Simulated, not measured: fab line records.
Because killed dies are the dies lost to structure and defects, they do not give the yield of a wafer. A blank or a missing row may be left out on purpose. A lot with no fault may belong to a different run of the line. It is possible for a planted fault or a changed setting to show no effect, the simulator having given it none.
Which tool did it? | flow rit cmos | 15 lots with 45 wafers sampled at 2 steps, on a route of 202 steps

== WHAT THE GAUGES READ, wafer by wafer ==
RIT_REOX_THK_MEAS_04.
lot  | measured    | on            | REOX_OXIDE_THK (nm)
L416 | day 2 17:17 | film metro-04 | 25.5 26.0 25.5
L417 | day 3 01:37 | film metro-03 | 25.4 25.7 25.4
L418 | day 3 06:45 | film metro-03 | 9.2 9.2 9.0
L419 | day 3 10:37 | film metro-01 | 9.5 9.3 9.3
L420 | day 3 13:32 | film metro-01 | 26.4 26.4 26.2
L423 | day 4 05:14 | film metro-03 | 8.5 8.5 8.5
L428 | day 5 05:07 | film metro-01 | 25.6 25.9 25.2
L429 | day 5 09:50 | film metro-03 | 25.0 25.0 24.9
L431 | day 5 19:15 | film metro-04 | 25.7 25.6 25.7
L432 | day 6 01:30 | film metro-04 | 25.8 25.9 25.2
L433 | day 6 05:22 | film metro-04 | 25.4 25.0 25.2
L435 | day 6 16:47 | film metro-01 | 25.1 25.2 24.8
L437 | day 7 02:22 | film metro-04 | 24.8 25.1 25.0
L438 | day 7 06:55 | film metro-03 | 25.6 25.6 25.5
L439 | day 7 12:05 | film metro-01 | 25.1 25.9 25.8

== EACH LOT AND THE TOOL THAT RAN IT (in order: tool; ch and the chambers of the sampled wafers; start) ==
lot  | RIT_REOX_OXIDATION_03
L416 | furnace-03 ch 0, day 2 14:44
L417 | furnace-04 ch 0, day 2 23:03
L418 | furnace-03 ch 0, day 3 04:11
L419 | furnace-03 ch 0, day 3 08:04
L420 | furnace-04 ch 0, day 3 10:59
L423 | furnace-03 ch 0, day 4 02:41
L428 | furnace-04 ch 0, day 5 02:34
L429 | furnace-04 ch 0, day 5 07:17
L431 | furnace-04 ch 0, day 5 16:42
L432 | furnace-01 ch 0, day 5 22:57
L433 | furnace-01 ch 0, day 6 02:49
L435 | furnace-01 ch 0, day 6 14:14
L437 | furnace-03 ch 0, day 6 23:49
L438 | furnace-04 ch 0, day 7 04:22
L439 | furnace-01 ch 0, day 7 09:32
- RIT_REOX_OXIDATION_03: target thk 25.2 nm, ox time 5580 s.

== WHAT THE TOOLS THEMSELVES READ (means of the sampled wafers that have a number; where no wafer has one, the mark that the record gives instead) ==
RIT_REOX_OXIDATION_03.
lot  | tool       | spike tc centre C (C) | spike tc load C (C) | spike tc source C (C) | tube center temp C (C) | tube_center_temp_C_max | zone power centre pct (%) | zone power load pct (%) | zone power source pct (%)
L416 | furnace-03 | 902.5                 | 924.4               | 927.4                 | 900                    | 902.2                  | 44.4                      | 23.6                    | 25.8
L417 | furnace-04 | 900.4                 | 927.9               | 931.1                 | 900                    | 902.3                  | 48.6                      | 25.2                    | 28.4
L418 | furnace-03 | 812.8                 | 832.4               | 835.7                 | 810                    | 811.8                  | 39.4                      | 18.6                    | 20.8
L419 | furnace-03 | 813.2                 | 833.2               | 835.1                 | 810                    | 811.9                  | 39.7                      | 18.8                    | 20.6
L420 | furnace-04 | 901.4                 | 926.8               | 930.1                 | 900                    | 902.0                  | 49.3                      | 25.2                    | 28.5
L423 | furnace-03 | 812.4                 | 833.0               | 835.8                 | 810                    | 812.4                  | 39.5                      | 18.8                    | 20.7
L428 | furnace-04 | 901.5                 | 926.8               | 929.6                 | 900                    | 902.8                  | 48.9                      | 25.4                    | 28.2
L429 | furnace-04 | 901.4                 | 925.7               | 929.2                 | 900                    | 902.2                  | 49.4                      | 25.4                    | 28.1
L431 | furnace-04 | 900.9                 | 926.7               | 928.8                 | 900                    | 902.0                  | 48.8                      | 25.1                    | 28.2
L432 | furnace-01 | 903.2                 | 929.6               | 928.2                 | 900                    | 902.4                  | 44.2                      | 26.8                    | 25.3
L433 | furnace-01 | 902.8                 | 928.7               | 928.8                 | 900                    | 902.3                  | 44.0                      | 26.5                    | 25.1
L435 | furnace-01 | 902.1                 | 929.5               | 928.0                 | 900                    | 902.4                  | 44.6                      | 26.7                    | 25.6
L437 | furnace-03 | 903.2                 | 924.8               | 926.3                 | 900                    | 902.5                  | 44.1                      | 23.4                    | 25.9
L438 | furnace-04 | 900.5                 | 926.0               | 929.3                 | 900                    | 902.7                  | 48.9                      | 25.2                    | 28.4
L439 | furnace-01 | 902.7                 | 929.8               | 928.5                 | 900                    | 902.5                  | 44.3                      | 26.6                    | 25.3

== THE ANSWER, worked out from the rows above alone ==
Rule: the lots themselves supply what counts as usual. The widest of any qualifying gaps counts: lots, ordered by their means at a reading, are off when they make up no more than a third of the lots, leave a main group of 4 or more, and stand apart from it by 3 or more times the standard deviation of that group's means. A main group is skipped when, at the precision printed for the reading in the tables above, its means are all equal. Also off: a lot with no number at a reading for which 4 or more lots have one. Any other lot the step has rows for is counted as sound. After the gauges, taken in route order, come the tools' own readings; for these a lot's mean is taken, as printed above. At the first step where some lot is off, the reading lying furthest off is the one used; lots without a number count as furthest.
Off: L418, L419, L423, seen at RIT_REOX_THK_MEAS_04 (REOX_OXIDE_THK). The main group: mean 25.5 nm, standard deviation 0.37.
If a tool, at a process step before that reading, ran all the lots that are off and no sound lot after the first of them, it fits. Not tried: the gauges at RIT_REOX_THK_MEAS_04; whatever is off there is also off at RIT_REOX_OXIDATION_03, on other tools, and gauge error can't account for it. Of those tried, none fits.

== WHAT THE SIMULATOR HAD INSERTED ==
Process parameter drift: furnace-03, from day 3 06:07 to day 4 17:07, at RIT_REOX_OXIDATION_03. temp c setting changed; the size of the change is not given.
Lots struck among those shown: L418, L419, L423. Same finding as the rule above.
